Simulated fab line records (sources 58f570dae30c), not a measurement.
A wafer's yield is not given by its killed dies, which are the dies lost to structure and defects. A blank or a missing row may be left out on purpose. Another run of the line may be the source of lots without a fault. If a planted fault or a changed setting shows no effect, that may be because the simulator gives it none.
8D (eight disciplines) problem report, filled in by code	flow berkeley-cmos170	the parts of the form that need people (team, actions taken, sign-off) are left out

== 1. WHAT WENT WRONG ==
beam-energy-keV at UCB170_NLDD_IMPLANT_09 reads a mean of 28.478 on 6 wafers of 2 lots; wafers without a fault read 30.001 with a standard deviation of 0.0084. That is -99 or more standard deviations from the usual mean.
First seen on wafer L854.1, day 8 18:43, on implanter-03. At this step, 42 wafers from 14 lots have a number in the record. The rule behind "out" and "out of limits": a value lying over 4 standard deviations away from the usual mean. The other wafers with a number count as sound.

== 2. WHAT THIS IS AND IS NOT ==
question	is	is not
which readings at this step	beam-energy-keV	end-station-pressure-torr
which lots	L854, L858	L840, L841, L842, L845, L846, L847, L848, L849, L850, L853, L861, L863
which wafers of those lots	all that have a number	-
read on which tools	implanter-03	implanter-02, implanter-04
when	from day 8 18:43	up to then (27 sound wafers); but 9 sound wafers of L853, L861, L863 came after

== 3. THE SUSPECTS, EACH WITH WHAT RULES IT OUT ==
Counting: a tool stays on the suspect list if, at a process step up to the reading, it processed all lots that are out and no sound lot following the first of them.
- implanter-03 at UCB170_NLDD_IMPLANT_09: kept. All lots that are out passed through it, beginning with L854 at day 8 18:43, and no sound lot followed; its final sound lot before that point was L850 at day 7 20:38. Its own beam-energy-keV readings are out on those wafers.
The count leaves implanter-03 at UCB170_NLDD_IMPLANT_09.

== 4. THE CAUSE (what the simulator had put in) ==
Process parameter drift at UCB170_NLDD_IMPLANT_09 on implanter-03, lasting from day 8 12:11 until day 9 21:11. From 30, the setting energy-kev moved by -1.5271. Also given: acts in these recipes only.
Only this tool survived the counting.

== 5. SEQUENCE OF EFFECTS, ordered by route ==
Rows list readings where the struck wafers' mean (over those with a number) sits beyond 3 standard deviations from the usual. Only readings whose record carries a usual standard deviation are examined. hours: median over the lots of the time between each lot's start at the first step of this table that gives one and its start at this step. sigmas: the change, counted in usual standard deviations.
hours	step	reading	usual	on struck wafers	change	sigmas
0	UCB170_NLDD_IMPLANT_09	beam-energy-keV	30.001	28.478	-1.523	-99 or more
It contains these process steps:
- UCB170_NLDD_IMPLANT_09
At these later measuring or inspecting steps, every struck wafer for which the step has a row has a number for every such reading, and none has moved that far: UCB170_V2_CD_MEAS_90.

== 6. WHAT WOULD HAVE CAUGHT IT SOONER ==
In this record the first reading out of limits was taken at day 8 18:43, 7 hours after the fault began at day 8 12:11.
